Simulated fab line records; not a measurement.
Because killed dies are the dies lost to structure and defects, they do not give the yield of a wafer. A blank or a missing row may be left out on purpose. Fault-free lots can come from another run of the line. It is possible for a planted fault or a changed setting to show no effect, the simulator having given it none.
What tool caused it? -- flow rit-cmos -- 36 wafers from 12 lots sampled at 6 of the route's 202 steps

WHAT THE GAUGES SHOWED, per wafer
RIT_ACTIVE_THK_MEAS_02. Usual: ACTIVE_OXIDE_THK typically reads 46.7 nm, with standard deviation 0.82.
lot,measured,on,ACTIVE_OXIDE_THK (nm),flag
L613,day 1 12:04,film-metro-02,46.9 47.3 46.1,
L614,day 1 17:04,film-metro-02,47.2 46.7 47.2,
L615,day 1 22:25,film-metro-03,48.3 48.2 47.6,
L616,day 2 06:06,film-metro-01,47.8 47.3 48.1,
L617,day 2 14:11,film-metro-02,46.9 46.5 46.8,
L618,day 2 14:12,film-metro-01,48.1 47.0 47.4,
L619,day 2 18:03,film-metro-03,45.7 46.2 45.5,
L624,day 3 19:04,film-metro-03,46.5 46.2 46.2,
L631,day 5 06:44,film-metro-03,47.6 47.0 47.6,
L633,day 5 16:03,film-metro-02,44.8 45.1 45.1,
L635,day 6 02:04,film-metro-03,46.8 46.9 47.7,
L636,day 6 07:03,film-metro-03,46.7 46.8 46.3,

RIT_ACTIVE_THK_MEAS_04. Usual: ACTIVE_NITRIDE_THK typically reads 150.3 nm, with standard deviation 1.4.
lot,measured,on,ACTIVE_NITRIDE_THK (nm),flag
L613,day 1 13:32,film-metro-01,152.4 150.4 151.1,
L614,day 1 18:33,film-metro-01,151.7 152.1 150.9,
L615,day 1 23:53,film-metro-02,149.9 150.6 148.7,
L616,day 2 07:35,film-metro-02,148.3 147.7 149.6,
L617,day 2 15:40,film-metro-03,152.1 152.4 151.4,
L618,day 2 15:41,film-metro-02,149.2 150.0 149.4,
L619,day 2 19:32,film-metro-01,150.1 149.5 150.0,
L624,day 3 20:33,film-metro-01,120.3 121.0 120.5,OFF
L631,day 5 08:13,film-metro-03,148.2 149.4 150.0,
L633,day 5 17:32,film-metro-01,149.4 148.5 149.6,
L635,day 6 03:32,film-metro-03,147.9 148.1 148.5,
L636,day 6 08:32,film-metro-03,148.9 147.9 148.3,

RIT_NSD_TW_MEAS_10. Usual: NSD_TW typically reads 3129, with standard deviation 42.
lot,measured,on,NSD_TW,flag
L613,day 3 05:46,film-metro-01,3093 3094 3098,
L614,day 3 11:28,film-metro-03,3103 3117 3110,
L615,day 3 19:12,film-metro-02,3176 3155 3181,
L616,day 3 23:38,film-metro-01,3110 3118 3123,
L617,day 4 04:14,film-metro-02,3201 3183 3184,
L618,day 4 06:44,film-metro-03,3111 3118 3097,
L619,day 4 10:30,film-metro-03,3099 3103 3095,
L624,day 5 07:46,film-metro-01,3127 3128 3115,
L631,day 6 18:51,film-metro-03,3083 3084 3073,
L633,day 7 04:07,film-metro-02,3180 3194 3189,
L635,day 7 13:19,film-metro-03,3091 3104 3082,
L636,day 7 18:18,film-metro-02,3182 3181 3178,

WHAT TOOL EACH LOT RAN ON (gives the tool, then ch and the chambers of the sampled wafers, and finally the start)
lot,RIT_ACTIVE_CVD_03,RIT_ACTIVE_ETCH_13,RIT_PWELL_STRIP_09
L613,"lpcvd-01 ch 0, day 1 12:07","rie-diel-03 ch 0,2, day 1 14:59","plasma-asher-04 ch 0,1, day 2 00:14"
L614,"lpcvd-01 ch 1, day 1 17:07","rie-diel-01 ch 1,2,3, day 1 19:45","plasma-asher-02 ch 0,1, day 2 05:19"
L615,"lpcvd-01 ch 1, day 1 22:28","rie-diel-01 ch 0,1,2, day 2 01:11","plasma-asher-03 ch 0,1, day 2 12:35"
L616,"lpcvd-02 ch 1, day 2 06:09","rie-diel-01 ch 0,2,3, day 2 08:52","plasma-asher-04 ch 0,1, day 2 18:26"
L617,"lpcvd-01 ch 0, day 2 14:14","rie-diel-03 ch 2,3, day 2 16:53","plasma-asher-02 ch 1, day 3 02:15"
L618,"lpcvd-01 ch 0, day 2 14:14","rie-diel-01 ch 0,1,2, day 2 17:07","plasma-asher-03 ch 0,1, day 3 02:33"
L619,"lpcvd-02 ch 0, day 2 18:07","rie-diel-03 ch 1,2,3, day 2 20:50","plasma-asher-04 ch 0,1, day 3 09:16"
L624,"lpcvd-02 ch 1, day 3 19:07","rie-diel-03 ch 0,1,2, day 3 22:00","plasma-asher-02 ch 0,1, day 4 05:52"
L631,"lpcvd-01 ch 1, day 5 06:47","rie-diel-03 ch 0,3, day 5 09:23","plasma-asher-03 ch 1, day 5 18:02"
L633,"lpcvd-01 ch 1, day 5 16:07","rie-diel-01 ch 0,2,3, day 5 18:55","plasma-asher-02 ch 0,1, day 6 03:14"
L635,"lpcvd-01 ch 0, day 6 02:07","rie-diel-02 ch 0,1, day 6 04:50","plasma-asher-02 ch 0,1, day 6 13:28"
L636,"lpcvd-01 ch 0, day 6 07:07","rie-diel-02 ch 0,1,3, day 6 09:43","plasma-asher-04 ch 0,1, day 6 17:22"
- RIT_ACTIVE_CVD_03: deposits Si3N4 from SiH2Cl2/NH3, target thk 150 nm, time 1500 s.
- RIT_ACTIVE_ETCH_13: etches Si3N4 in SF6, stops on SiO2, time 210 s, target depth 210 nm.
- RIT_PWELL_STRIP_09: strips in O2, time 180 s.

AS READ BY THE TOOLS THEMSELVES (means over the sampled wafers that have a number; for cases with no such wafer, the mark the record gives instead)
RIT_ACTIVE_CVD_03. Usual: pressure-mtorr 300.1 mTorr, standard deviation 0.64; spike-tc-load-C 835.3 C, standard deviation 1.9.
lot,tool,pressure-mtorr (mTorr),spike-tc-load-C (C),flag
L613,lpcvd-01,301.4,835.7,
L614,lpcvd-01,299.5,834.8,
L615,lpcvd-01,299.0,833.4,
L616,lpcvd-02,300.5,833.1,
L617,lpcvd-01,299.7,834.8,
L618,lpcvd-01,300.8,835.6,
L619,lpcvd-02,299.7,836.7,
L624,lpcvd-02,300.4,833.6,
L631,lpcvd-01,300.0,834.9,
L633,lpcvd-01,299.5,835.2,
L635,lpcvd-01,299.8,834.9,
L636,lpcvd-01,300.9,835.3,

RIT_ACTIVE_ETCH_13. Usual: chamber-pressure-mTorr 260.02 mTorr, standard deviation 0.22; drypump-motor-current-A 5.60 A, standard deviation 0.29; oes-product-au 0.826 a.u., standard deviation 0.016; throttle-valve-pct 7.54 %, standard deviation 0.15.
lot,tool,chamber-pressure-mTorr (mTorr),drypump-motor-current-A (A),oes-product-au (a.u.),throttle-valve-pct (%),flag
L613,rie-diel-03,260.16,5.37,0.838,7.63,
L614,rie-diel-01,260.12,5.64,0.827,7.53,
L615,rie-diel-01,259.90,5.73,0.816,7.60,
L616,rie-diel-01,259.97,5.63,0.826,7.55,
L617,rie-diel-03,260.02,6.08,0.811,7.61,
L618,rie-diel-01,260.04,5.74,0.824,7.60,
L619,rie-diel-03,259.97,5.73,0.820,7.54,
L624,rie-diel-03,260.01,5.40,0.747,7.53,OFF
L631,rie-diel-03,260.18,5.94,0.833,7.59,
L633,rie-diel-01,259.72,5.63,0.829,7.54,
L635,rie-diel-02,260.20,5.48,0.812,7.62,
L636,rie-diel-02,260.00,5.69,0.806,7.48,

RIT_PWELL_STRIP_09. Usual: chamber-pressure-mTorr 4001 mTorr, standard deviation 3.9; drypump-motor-current-A 5.9 A, standard deviation 0.63.
lot,tool,chamber-pressure-mTorr (mTorr),drypump-motor-current-A (A),flag
L613,plasma-asher-04,4006,6.0,
L614,plasma-asher-02,4002,5.1,
L615,plasma-asher-03,3997,6.3,
L616,plasma-asher-04,4002,6.3,
L617,plasma-asher-02,4000,5.0,
L618,plasma-asher-03,4001,6.3,
L619,plasma-asher-04,4002,6.3,
L624,plasma-asher-02,3999,5.1,
L631,plasma-asher-03,3999,6.2,
L633,plasma-asher-02,4001,5.2,
L635,plasma-asher-02,4000,5.1,
L636,plasma-asher-04,3996,6.0,

THE ANSWER, worked out from the rows above alone
Rule: take the mean of a lot's wafers that have a number; if it is more than 3 standard deviations from the usual mean, the lot is off. A lot without any number at a reading at which 4 lots or more have one is off too. Any other lot the step has rows for is counted as sound. After the gauges, taken in route order, come the tools' own readings; for these a lot's mean is taken, as printed above. The first step at which some lot is off is used, and at that step the reading that is off furthest; a lot without a number counts as furthest.
Off: L624, at RIT_ACTIVE_THK_MEAS_04 (ACTIVE_NITRIDE_THK).
If a tool, at a process step before that reading, ran all the lots that are off and no sound lot after the first of them, it fits. The gauges at RIT_ACTIVE_THK_MEAS_04 aren't tried: what is off there is off at RIT_ACTIVE_ETCH_13 too, on other tools, and a gauge's error can't cause that. One fits: RIT_ACTIVE_CVD_03 on lpcvd-02. Its last sound lot is L619 (day 2 18:07), its first lot that is off L624 (day 3 19:07): a fault that began between those two fits.

WHAT THE SIMULATOR PUT IN
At RIT_ACTIVE_CVD_03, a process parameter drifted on lpcvd-02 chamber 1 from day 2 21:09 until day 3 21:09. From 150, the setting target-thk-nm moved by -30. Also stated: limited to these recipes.
Shown lots that were struck: L624. The rule above found the same.
